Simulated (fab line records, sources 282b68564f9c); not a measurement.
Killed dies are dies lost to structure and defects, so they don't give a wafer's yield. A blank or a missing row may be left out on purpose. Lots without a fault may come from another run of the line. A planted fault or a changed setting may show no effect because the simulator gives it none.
Problem report in the 8D (eight disciplines) form, filled by code | flow rit_cmos | the parts of the form that need people (team, actions taken, sign-off) are left out

1. THE PROBLEM
GATE_OVL at RIT_GATE_OVL_MEAS_17 reads a mean of -148.3 nm on 6 wafers of 2 lots; wafers without a fault read 0.2 nm with a standard deviation of 1.7. That is -87 standard deviations from the usual mean.
First seen on wafer L737.1, day 6 03:04, on overlay-02. The record holds 42 wafers of 14 lots with a number at this step. Rule for "out", or "out of limits": more than 4 standard deviations from the usual mean. The other wafers with a number count as sound.

2. WHAT IT IS AND WHAT IT IS NOT
question                    | is                     | is not
which readings at this step | GATE_OVL               | -
which lots                  | L737, L738             | L720, L722, L723, L724, L725, L726, L728, L729, L731, L732, L733, L739
which wafers of those lots  | all that have a number | -
read on which gauges        | overlay-02             | overlay-01
when                        | from day 6 03:04       | up to then (33 sound wafers); but 3 sound wafers of L739 came after

3. SUSPECTS, AND WHAT RULES EACH OUT
Counting: a tool at a process step up to the reading stays a suspect if it ran every lot that is out and no sound lot after the first of them.
- the gauge at RIT_GATE_OVL_MEAS_17: kept. All the wafers that are out were read on overlay-02, and no step on other tools shows them out.
- iline_stepper-02 at RIT_GATE_EXPOSE_13 (exposes mask M6, target cd 150 nm): kept. It ran every lot that is out, first L737 (day 6 02:33), and no sound lot after that; its last sound lot up to then is L732 (day 4 23:36).
Left after counting: iline_stepper-02 at RIT_GATE_EXPOSE_13, overlay-02 at RIT_GATE_OVL_MEAS_17.

4. THE CAUSE (what the simulator had put in)
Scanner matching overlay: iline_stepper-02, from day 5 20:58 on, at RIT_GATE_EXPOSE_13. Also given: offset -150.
Counting left 2 suspects, and this tool is among them.

5. THE CHAIN OF EFFECTS, in route order
Each row: a reading whose mean over the struck wafers that have a number lies more than 3 standard deviations from the usual. Only readings for which the record gives a usual standard deviation are gone through. hours: the time from each lot's start at the first step in this table that gives one to its start at this step, as a median over the lots. sigmas: the change in usual standard deviations.
hours | step                 | reading  | usual  | on struck wafers | change | sigmas
0     | RIT_GATE_OVL_MEAS_17 | GATE_OVL | 0.2 nm | -148.3           | -148.5 | -87
Later measuring or inspecting steps at which every struck wafer that the step has a row for has a number for every such reading, and none has moved that far: RIT_NLDD_OVL_MEAS_06.

6. WHAT WOULD HAVE CAUGHT IT SOONER
In this record the first reading out of limits at a measuring or inspecting step was taken at day 6 03:04, 6 hours after the fault began at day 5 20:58.
Of the lots that are out (2), L738 began RIT_GATE_EXPOSE_13 on iline_stepper-02 after day 6 03:04. A hold on the tool at that time would have spared it.
